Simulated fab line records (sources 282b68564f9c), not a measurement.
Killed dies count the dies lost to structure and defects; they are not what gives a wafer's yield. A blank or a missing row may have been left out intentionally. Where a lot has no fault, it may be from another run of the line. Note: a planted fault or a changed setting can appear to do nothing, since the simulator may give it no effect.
A struck lot beside a sound one	flow ritCmos	18 out of 202 route steps
Sound: the wafers L427.2, L427.4, L427.5. Wafers struck: L421.2, L421.4, L421.6. The cause is given at the end.
For every step that has rows: the tool of each side, followed by ch and its chambers, followed by its first start. Under that, the readings that differ: sound wafers	struck wafers	difference of the means	sigmas: that difference in standard deviations of wafers without a fault.
alike: readings with means less than 2 such deviations apart, plus words and numbers identical on both sides. not compared: withheld readings, readings lacking a value on some wafer, bounds such as >300 that could conceal the same value, and numbers that have no deviation in the record and whose values overlap.
A row with sigmas, a row that says differs or no value, or rows on one side alone: a step with any of these is where the two part. Numbers that have no deviation but don't overlap get no sigmas and don't part them. A reading missing from all wafers of one side parts the sides only when that side holds two or more wafers.

first, 1 step without rows for these wafers: RIT_PLDD_IMPLANT_08.
RIT_PLDD_STRIP_09: strips in O2, time 180 s.
  sound on plasmaAsher-02 ch 0,1, day 6 17:02; struck on plasmaAsher-04 ch 0,1, day 4 20:13
  alike: drypumpMotorCurrentA
  not compared: rfHoursCounterH
RIT_PLDD_TW_MEAS_10:
  sound: filmMetro-04 at day 6 17:14; struck: filmMetro-02 at day 4 20:24
  alike: PLDD_TW
then, 4 steps without rows for these wafers: RIT_SPACER_CLEAN_00 (cleans in SC1, time 600 s); RIT_SPACER_CLEAN_01 (cleans in dHF, time 30 s); RIT_SPACER_CLEAN_02 (cleans in SC2, time 600 s); RIT_SPACER_CVD_03 (deposits Si3N4 from SiH2Cl2/NH3, target thk 250 nm, time 3300 s).
RIT_SPACER_THK_MEAS_04:
  sound: filmMetro-03 at day 6 19:34; struck: filmMetro-04 at day 4 22:46
  alike: SPACER_NITRIDE_THK
RIT_SPACER_ETCHBACK_05: etches Si3N4 in SF6/CHF3, stops on SiO2, target depth 250 nm, time 240 s.
  sound on rieDiel-03 ch 1,2,3, day 6 19:37; struck on rieDiel-03 ch 0,2, day 4 22:49
  alike: drypumpMotorCurrentA, oesProductAu, rfFwdPowerW, throttleValvePct
  not compared: rfHoursCounterH
then, 3 steps without rows for these wafers: RIT_NSD_HMDS_00 (prime time 60 s); RIT_NSD_COAT_01 (resist thk 1000 nm); RIT_NSD_SOFTBAKE_02 (time 60 s).
RIT_NSD_EXPOSE_03: exposes mask M9, target cd 40700 nm.
  sound on ilineStepper-01 ch 0, day 6 20:22; struck on ilineStepper-02 ch 0, day 4 23:27
reading	sound	struck	difference	sigmas
model.NSD.overlayXNm (nm)	-0.939 -0.939 -0.939	-179.7 -179.7 -179.7	-178.8	
  alike: mask
then, 2 steps without rows for these wafers: RIT_NSD_PEB_04; RIT_NSD_DEVELOP_05 (develop time 50 s).
RIT_NSD_OVL_MEAS_06:
  sound: overlay-01 at day 6 20:45; struck: overlay-01 at day 4 23:55
reading	sound	struck	difference	sigmas
NSD_OVL (nm)	-2.0 -1.5 -2.1	-181.6 -179.7 -180.3	-178.7	-99 or more
then, 1 step without rows for these wafers: RIT_NSD_HARDBAKE_07 (time 60 s).
RIT_M1_PROBE_99:
  sound: prober-01 at day 7 07:12; struck: prober-01 at day 5 11:13
reading	sound	struck	difference	sigmas
model.etest.selectEdgeDiodeN.leakLog10A (angstrom)	-9.682 -9.781 -9.884	-7.938 -7.732 -8.338	+1.780	
  alike: killedAtContacts, killedAtFrontEnd, killedDies, killedOpen, killedShort

== WHERE THEY PART ==
RIT_NSD_OVL_MEAS_06 only, going by this record. Later steps at which nothing parts them and some readings are alike: RIT_M1_PROBE_99.

WHY: whatever the simulator had introduced
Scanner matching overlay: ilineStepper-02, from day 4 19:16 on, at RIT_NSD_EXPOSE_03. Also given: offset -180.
